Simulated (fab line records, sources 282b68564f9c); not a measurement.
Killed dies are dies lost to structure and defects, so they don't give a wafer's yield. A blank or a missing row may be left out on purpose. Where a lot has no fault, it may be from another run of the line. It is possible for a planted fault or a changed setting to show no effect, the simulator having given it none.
What tool caused it? | flow rit cmos | 45 wafers sampled from 15 lots at 1 step of a route of 202

## WHAT THE GAUGES READ, wafer by wafer
The record holds no reading of a measuring or inspecting step that can be judged against a usual standard deviation.

## TOOL THAT RAN EACH LOT (tool first, then ch and the chambers of the sampled wafers, then the start)
lot  | RIT_SPACER_ETCHBACK_05
L234 | rie diel-04 ch 0,1,3, day 2 22:05
L235 | rie diel-03 ch 0,1,3, day 3 03:27
L237 | rie diel-02 ch 0,1,2, day 3 12:31
L238 | rie diel-02 ch 1,2,3, day 3 17:50
L240 | rie diel-03 ch 0,2, day 4 05:04
L241 | rie diel-02 ch 1,2,3, day 4 09:23
L242 | rie diel-02 ch 0,3, day 4 15:56
L243 | rie diel-03 ch 0,1,2, day 4 18:06
L245 | rie diel-02 ch 0,1,3, day 5 05:28
L246 | rie diel-03 ch 1,3, day 5 11:26
L247 | rie diel-03 ch 0,1,3, day 5 19:52
L250 | rie diel-03 ch 0,3, day 6 08:44
L251 | rie diel-03 ch 2,3, day 6 14:54
L252 | rie diel-02 ch 1,2, day 6 18:42
L253 | rie diel-03 ch 2,3, day 6 23:42
- RIT_SPACER_ETCHBACK_05: etches Si3N4 in SF6/CHF3, stops on SiO2, target depth 250 nm, time 240 s.

## WHAT THE TOOLS THEMSELVES READ (means of the sampled wafers that have a number; where no wafer has one, the mark that the record gives instead)
RIT_SPACER_ETCHBACK_05. Usual: CHF3_flow_sccm 30.02 sccm, standard deviation 0.093; SF6_flow_sccm 30.00 sccm, standard deviation 0.094; drypump motor current A 5.6 A, standard deviation 0.32; oes product au 0.848 a.u., standard deviation 0.015; throttle valve pct 10.22 %, standard deviation 0.19.
lot  | tool        | CHF3_flow_sccm (sccm) | SF6_flow_sccm (sccm) | drypump motor current A (A) | oes product au (a.u.) | throttle valve pct (%) | flag
L234 | rie diel-04 | 30.01                 | 30.00                | 5.5                         | 0.848                 | 10.27                  |
L235 | rie diel-03 | 30.06                 | 30.05                | 5.7                         | 0.856                 | 10.13                  |
L237 | rie diel-02 | 29.98                 | 29.98                | 5.7                         | 0.849                 | 10.28                  |
L238 | rie diel-02 | 30.08                 | 30.05                | 5.6                         | 0.829                 | 10.31                  |
L240 | rie diel-03 | 30.05                 | 29.87                | 5.5                         | 0.854                 | 10.06                  |
L241 | rie diel-02 | 30.03                 | 29.97                | 5.6                         | 0.828                 | 10.30                  |
L242 | rie diel-02 | 30.00                 | 30.01                | 5.9                         | 0.823                 | 10.58                  |
L243 | rie diel-03 | 30.01                 | 30.03                | 5.7                         | 0.861                 | 10.04                  |
L245 | rie diel-02 | 29.97                 | 29.90                | 5.7                         | 0.838                 | 10.42                  |
L246 | rie diel-03 | 30.03                 | 30.09                | 5.8                         | 0.848                 | 10.10                  |
L247 | rie diel-03 | 29.97                 | 29.94                | 5.7                         | 0.857                 | 10.13                  |
L250 | rie diel-03 | 30.08                 | 30.03                | 5.4                         | 0.856                 | 10.22                  |
L251 | rie diel-03 | -                     | -                    | -                           | -                     | -                      | OFF
L252 | rie diel-02 | -                     | -                    | -                           | -                     | -                      | OFF
L253 | rie diel-03 | -                     | -                    | -                           | -                     | -                      | OFF

## THE ANSWER, worked out from the rows above alone
Rule: lot off if the mean of its wafers having a number is beyond 3 standard deviations from the usual mean. A lot without any number at a reading at which 4 lots or more have one is off too. The other lots that the step has rows for count as sound. After the gauges, taken in route order, come the tools' own readings; for these a lot's mean is taken, as printed above. The first step at which some lot is off is used, and at that step the reading that is off furthest; a lot without a number counts as furthest.
Off: L251, L252, L253, at RIT_SPACER_ETCHBACK_05 (CHF3_flow_sccm). Without a number there: L251, L252, L253.
A tool fits if, at that step or a process step before it, it ran every lot that is off, and no sound lot after the first of them. Of those tried, none fits.

## WHAT THE SIMULATOR HAD INSERTED
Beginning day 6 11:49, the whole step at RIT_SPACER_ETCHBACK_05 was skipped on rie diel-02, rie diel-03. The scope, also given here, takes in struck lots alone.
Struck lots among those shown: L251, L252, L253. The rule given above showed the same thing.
